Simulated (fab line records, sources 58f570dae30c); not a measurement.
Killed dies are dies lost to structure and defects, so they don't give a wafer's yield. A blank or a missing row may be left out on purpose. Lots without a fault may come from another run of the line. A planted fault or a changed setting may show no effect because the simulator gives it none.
One fault seen from 2 desks | flow berkeley_cmos170 | each desk has only its own numbers; what lay behind them comes last

THE TOOL OWNER'S DESK: rie_metal-04
The tool's own readings at UCB170_M1_METAL_ETCH_12 (etches Al in Cl2/BCl3, stops on PSG, target depth 780 nm, time 130 s): means of the sampled wafers that have a number, for each lot that ran on this tool. A lot is out of limits, marked OUT, if its mean lies more than 4 standard deviations from the usual mean; the brackets give that distance.
Columns: A = chamber_pressure_mTorr at UCB170_M1_METAL_ETCH_12, usual 11.999 mTorr; B = drypump_motor_current_A at UCB170_M1_METAL_ETCH_12, usual 5.7 A; C = oes_product_au at UCB170_M1_METAL_ETCH_12, usual 0.852 a.u.; D = throttle_valve_pct at UCB170_M1_METAL_ETCH_12, usual 24.34 %
lot  | first seen here | A                        | B   | C     | D
L288 | day 8 05:33     | 12.011                   | 5.9 | 0.849 | 24.17
L295 | day 9 17:12     | 12.003                   | 5.9 | 0.859 | 24.28
L296 | day 10 04:43    | 18.010 (+99 or more) OUT | 5.9 | 0.854 | 24.21
L299 | day 10 21:04    | 17.999 (+99 or more) OUT | 5.9 | 0.854 | 24.22
This desk's finding: out of limits on L296, L299; first on L296, day 10 04:43 (chamber_pressure_mTorr at UCB170_M1_METAL_ETCH_12). In limits: L288, L295.

THE METROLOGY DESK
What the gauges read, lot by lot, whatever tool the lot ran on: means of the sampled wafers that have a number. A lot is out of limits, marked OUT, if its mean lies more than 4 standard deviations from the usual mean; the brackets give that distance.
Columns: A = M1_AL_RS at UCB170_M1_RS_MEAS_01, usual 0.0486 ohm/sq; B = M1_AL_THK at UCB170_M1_THK_MEAS_02, usual 602 nm; C = cd_nm at UCB170_M1_CD_MEAS_09, usual 699.6 nm; D = M1_OVL at UCB170_M1_OVL_MEAS_10, usual 1 nm
lot  | first seen here | A      | B   | C     | D
L288 | day 8 03:19     | 0.0487 | 599 | 700.4 | 2
L295 | day 9 15:07     | 0.0489 | 598 | 699.8 | -0
L296 | day 10 03:14    | 0.0485 | 604 | 699.7 | 2
L299 | day 10 19:21    | 0.0488 | 602 | 700.5 | -3
L306 | day 11 22:20    | 0.0486 | 599 | 700.4 | 2
L307 | day 12 00:02    | 0.0490 | 597 | 697.7 | -2
This desk's finding: nothing out of limits on any of the 6 lots.

PUT TOGETHER
The tool owner's desk could have raised an alarm at day 10 04:43, on L296, L299.
The metrology desk saw nothing out of limits.
The metrology desk has L296, L299 on record, within its limits.
Of the lots named, all ran UCB170_M1_METAL_ETCH_12 on rie_metal-04.

WHAT THE SIMULATOR HAD PUT IN
Process parameter drift: rie_metal-04, from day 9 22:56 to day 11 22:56, at UCB170_M1_METAL_ETCH_12. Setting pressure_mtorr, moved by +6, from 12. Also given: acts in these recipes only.
Lots struck among those shown: L296, L299.
Hours from the fault's start to each desk's first reading out of limits: the tool owner's desk, 6.
